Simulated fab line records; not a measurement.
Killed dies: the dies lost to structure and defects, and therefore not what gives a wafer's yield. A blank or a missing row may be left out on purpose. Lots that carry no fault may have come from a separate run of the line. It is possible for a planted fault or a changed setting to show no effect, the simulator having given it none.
The tool behind it: which one? + flow berkeley_cmos170 + 16 lots with 48 wafers sampled at 4 steps, on a route of 331 steps

== WHAT EACH GAUGE READ, for each wafer ==
UCB170_PVT_TW_MEAS_09. Usual: PVT_TW 501, standard deviation 5.2.
| lot  | measured     | on            | PVT_TW      | flag |
|------|--------------|---------------|-------------|------|
| L577 | day 5 06:37  | film_metro-01 | 494 495 496 |      |
| L578 | day 5 14:49  | film_metro-02 | 507 505 506 |      |
| L580 | day 6 04:47  | film_metro-01 | 498 497 497 |      |
| L579 | day 6 05:01  | film_metro-01 | 498 496 498 |      |
| L583 | day 6 07:43  | film_metro-01 | 501 500 498 |      |
| L582 | day 6 07:50  | film_metro-01 | 498 496 497 |      |
| L581 | day 6 08:01  | film_metro-02 | 506 506 506 |      |
| L584 | day 6 16:37  | film_metro-01 | 499 497 498 |      |
| L586 | day 7 10:21  | film_metro-04 | 507 505 503 |      |
| L587 | day 7 10:36  | film_metro-04 | 508 507 510 |      |
| L591 | day 8 10:01  | film_metro-04 | 507 507 506 |      |
| L590 | day 8 10:05  | film_metro-01 | 500 498 495 |      |
| L592 | day 8 10:22  | film_metro-01 | 496 495 494 |      |
| L593 | day 8 17:40  | film_metro-02 | 505 507 509 |      |
| L599 | day 10 03:03 | film_metro-01 | 497 493 492 |      |
| L600 | day 10 03:40 | film_metro-01 | 496 494 497 |      |

UCB170_NLDD_OVL_MEAS_07. Usual: NLDD_OVL 0 nm, standard deviation 5.6.
| lot  | measured     | on         | NLDD_OVL (nm) | flag |
|------|--------------|------------|---------------|------|
| L577 | day 5 20:02  | overlay-02 | -7 0 -8       |      |
| L578 | day 6 08:00  | overlay-02 | 1 -7 4        |      |
| L580 | day 6 21:08  | overlay-02 | -3 -2 -1      |      |
| L579 | day 6 20:53  | overlay-02 | 7 -1 4        |      |
| L583 | day 6 21:23  | overlay-01 | -11 -7 -11    |      |
| L582 | day 6 22:50  | overlay-01 | -3 0 -2       |      |
| L581 | day 6 21:37  | overlay-02 | 5 3 0         |      |
| L584 | day 7 08:27  | overlay-02 | 6 6 6         |      |
| L586 | day 7 22:04  | overlay-01 | -5 -5 1       |      |
| L587 | day 7 22:19  | overlay-01 | 8 2 7         |      |
| L591 | day 8 22:52  | overlay-02 | 328 324 327   | OFF  |
| L590 | day 8 23:15  | overlay-02 | 313 313 309   | OFF  |
| L592 | day 8 22:59  | overlay-01 | 328 326 325   | OFF  |
| L593 | day 9 11:12  | overlay-02 | 310 317 313   | OFF  |
| L599 | day 10 18:23 | overlay-01 | 2 0 2         |      |
| L600 | day 10 18:48 | overlay-01 | -5 -7 -3      |      |

== WHICH TOOL RAN EACH LOT (tool, then ch and the chambers of the sampled wafers, then the start) ==
| lot  | UCB170_GATE_ETCH_14                | UCB170_NLDD_EXPOSE_03             |
|------|------------------------------------|-----------------------------------|
| L577 | rie_diel-02 ch 0,2,3, day 5 16:11  | krf_scanner-02 ch 0, day 5 19:10  |
| L578 | rie_diel-02 ch 0,2,3, day 6 02:13  | krf_scanner-02 ch 0, day 6 07:23  |
| L580 | rie_diel-04 ch 1,2,3, day 6 15:23  | krf_scanner-02 ch 0, day 6 20:34  |
| L579 | rie_diel-02 ch 1,2, day 6 15:16    | krf_scanner-01 ch 0, day 6 20:20  |
| L583 | rie_diel-02 ch 0,1, day 6 17:32    | krf_scanner-02 ch 0, day 6 20:40  |
| L582 | rie_diel-04 ch 0,2,3, day 6 17:49  | krf_scanner-02 ch 0, day 6 22:20  |
| L581 | rie_diel-03 ch 0,2,3, day 6 17:37  | krf_scanner-01 ch 0, day 6 20:55  |
| L584 | rie_diel-02 ch 0,1, day 7 02:58    | krf_scanner-01 ch 0, day 7 07:48  |
| L586 | rie_diel-02 ch 0,2,3, day 7 18:35  | krf_scanner-02 ch 0, day 7 21:34  |
| L587 | rie_diel-03 ch 0,1,3, day 7 18:42  | krf_scanner-01 ch 0, day 7 21:48  |
| L591 | rie_diel-03 ch 0,1,2, day 8 19:24  | krf_scanner-02 ch 0, day 8 22:19  |
| L590 | rie_diel-02 ch 0,2, day 8 19:44    | krf_scanner-02 ch 0, day 8 22:44  |
| L592 | rie_diel-04 ch 0,2, day 8 19:37    | krf_scanner-02 ch 0, day 8 22:24  |
| L593 | rie_diel-04 ch 0,1,3, day 9 07:33  | krf_scanner-02 ch 0, day 9 10:44  |
| L599 | rie_diel-04 ch 0,1,3, day 10 15:08 | krf_scanner-01 ch 0, day 10 17:55 |
| L600 | rie_diel-02 ch 0,2, day 10 15:23   | krf_scanner-01 ch 0, day 10 18:07 |
- UCB170_GATE_ETCH_14: etches BARC in N2/H2.
- UCB170_NLDD_EXPOSE_03: exposes mask NSELECT, target cd 1200 nm.

== AS READ BY THE TOOLS THEMSELVES (means over the sampled wafers that have a number; for cases with no such wafer, the mark the record gives instead) ==
UCB170_GATE_ETCH_14. Usual: drypump_motor_current_A 5.7 A, standard deviation 0.59; oes_product_au 0.998 a.u., standard deviation 0.02; throttle_valve_pct 13.35 %, standard deviation 0.17.
| lot  | tool        | drypump_motor_current_A (A) | oes_product_au (a.u.) | throttle_valve_pct (%) | flag |
|------|-------------|-----------------------------|-----------------------|------------------------|------|
| L577 | rie_diel-02 | 5.8                         | 1.004                 | 13.23                  |      |
| L578 | rie_diel-02 | 5.8                         | 1.002                 | 13.23                  |      |
| L580 | rie_diel-04 | 5.3                         | 1.004                 | 13.44                  |      |
| L579 | rie_diel-02 | 6.2                         | 0.972                 | 13.17                  |      |
| L583 | rie_diel-02 | 5.1                         | 0.984                 | 13.31                  |      |
| L582 | rie_diel-04 | 5.3                         | 0.995                 | 13.37                  |      |
| L581 | rie_diel-03 | 6.1                         | 1.003                 | 13.47                  |      |
| L584 | rie_diel-02 | 5.1                         | 0.988                 | 13.31                  |      |
| L586 | rie_diel-02 | 5.8                         | 1.011                 | 13.23                  |      |
| L587 | rie_diel-03 | 5.8                         | 0.992                 | 13.37                  |      |
| L591 | rie_diel-03 | 6.1                         | 0.989                 | 13.47                  |      |
| L590 | rie_diel-02 | 5.6                         | 1.006                 | 13.18                  |      |
| L592 | rie_diel-04 | 5.3                         | 0.990                 | 13.42                  |      |
| L593 | rie_diel-04 | 5.2                         | 1.014                 | 13.38                  |      |
| L599 | rie_diel-04 | 5.1                         | 1.008                 | 13.38                  |      |
| L600 | rie_diel-02 | 6.2                         | 0.992                 | 13.13                  |      |

== THE ANSWER, worked out from the rows above alone ==
Rule: take the mean of a lot's wafers that have a number; if it is more than 3 standard deviations from the usual mean, the lot is off. A lot without any number at a reading at which 4 lots or more have one is off too. Any other lot the step has rows for is counted as sound. After the gauges, taken in route order, come the tools' own readings; for these a lot's mean is taken, as printed above. The first step at which some lot is off is used, and at that step the reading that is off furthest; a lot without a number counts as furthest.
Off: at UCB170_NLDD_OVL_MEAS_07 (NLDD_OVL), L591, L590, L592, L593.
A tool fits if, at a process step before that reading, it ran every lot that is off, and no sound lot after the first of them. Those tools and the gauges at UCB170_NLDD_OVL_MEAS_07 are tried in the same way. One fits: UCB170_NLDD_EXPOSE_03 on krf_scanner-02. A fault onset in the window from L586 (day 7 21:34, its last sound lot) to L591 (day 8 22:19, its first lot off) fits.

== WHAT HAD BEEN PUT IN BY THE SIMULATOR ==
Scanner matching overlay: krf_scanner-02, from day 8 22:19 on, at UCB170_NLDD_EXPOSE_03. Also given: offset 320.
Shown lots that were struck: L591, L590, L592, L593. The same result came from the rule above.
